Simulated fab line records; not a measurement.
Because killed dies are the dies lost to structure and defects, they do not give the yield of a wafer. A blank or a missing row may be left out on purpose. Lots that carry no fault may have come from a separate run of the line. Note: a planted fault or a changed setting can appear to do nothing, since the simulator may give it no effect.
A lot that was struck, set against a sound lot | flow ritCmos | 15 out of 202 route steps
Sound: these wafers, L238.1, L238.2, L238.3. Struck: wafers L249.1, L249.2, L249.5. The cause is named last.
For every step that has rows: the tool of each side, followed by ch and its chambers, followed by its first start. Under that, the readings that differ: sound wafers | struck wafers | difference of the means | sigmas: that difference in standard deviations of wafers without a fault.
alike: readings whose means differ by less than 2 such deviations, and words and numbers that are the same on both sides. not compared: withheld readings, readings that some wafer has no value for, bounds like >300 that may hide the same value, and numbers for which the record gives no deviation and whose values overlap.
A row with sigmas, a row that says differs or no value, or rows on one side alone: a step with any of these is where the two part. Numbers that don't overlap but have no deviation are shown without sigmas and don't part them. Lack of a reading on every wafer of one side parts them only where that side has two or more wafers.

first, 2 steps without rows for these wafers: RIT_PWELL_PEB_04; RIT_PWELL_DEVELOP_05 (develop time 68 s).
RIT_PWELL_OVL_MEAS_06:
  sound on overlay-02, day 3 00:22; struck on overlay-02, day 5 05:50
  alike: PWELL_OVL
then, 2 steps without rows for these wafers: RIT_PWELL_HARDBAKE_07 (time 120 s); RIT_PWELL_IMPLANT_08.
RIT_PWELL_STRIP_09: strips in O2, time 180 s.
  sound on plasmaAsher-03 ch 0,1, day 3 00:48; struck on plasmaAsher-02 ch 0,1, day 5 06:16
reading          | sound       | struck      | difference | sigmas
rfReflPowerW (W) | 5.8 4.5 4.6 | 9.1 8.1 8.2 | +3.5       | +2
  alike: chamberPressureMTorr, drypumpMotorCurrentA
  not compared: rfHoursCounterH
RIT_PWELL_TW_MEAS_10:
  sound on filmMetro-04, day 3 00:58; struck on filmMetro-03, day 5 06:26
  alike: PWELL_TW
then, 1 step without rows for these wafers: RIT_WELLDRIVE_ANNEAL_00 (time 14700 s).
RIT_WELLDRIVE_RS_MEAS_01: a four-point-probe measurement.
  sound on filmMetro-02, day 3 06:41; struck on filmMetro-03, day 5 11:41
  alike: NWELL_RS
RIT_WELLDRIVE_RS_MEAS_02: a four-point-probe measurement.
  sound on filmMetro-02, day 3 06:49; struck on filmMetro-03, day 5 11:49
  alike: PWELL_RS
then, 2 steps without rows for these wafers: RIT_NRETRO_HMDS_00 (prime time 60 s); RIT_NRETRO_COAT_01 (resist thk 1300 nm).
RIT_NRETRO_SOFTBAKE_02: time 60 s.
  sound on lithoTrack-01 ch 0, day 3 07:14; struck on lithoTrack-01 ch 0, day 5 12:14
reading        | sound             | struck            | difference | sigmas
runLengthS (s) | 88.99 89.13 88.96 | 94.45 94.53 94.88 | +5.59      | +43
  alike: heaterPowerTotalW
then, 1 step without rows for these wafers: RIT_NRETRO_EXPOSE_03 (exposes mask M4, target cd 43900 nm).
RIT_M1_PROBE_99:
  sound on prober-01, day 4 12:57; struck on prober-02, day 6 17:02
  alike: killedAtContacts, killedAtFrontEnd, killedDies, killedOpen, killedShort

## WHERE THEY PART
First at RIT_PWELL_STRIP_09; last, within this record, at RIT_NRETRO_SOFTBAKE_02. Later steps at which nothing parts them and some readings are alike: RIT_M1_PROBE_99.

WHY: the cause the simulator had injected
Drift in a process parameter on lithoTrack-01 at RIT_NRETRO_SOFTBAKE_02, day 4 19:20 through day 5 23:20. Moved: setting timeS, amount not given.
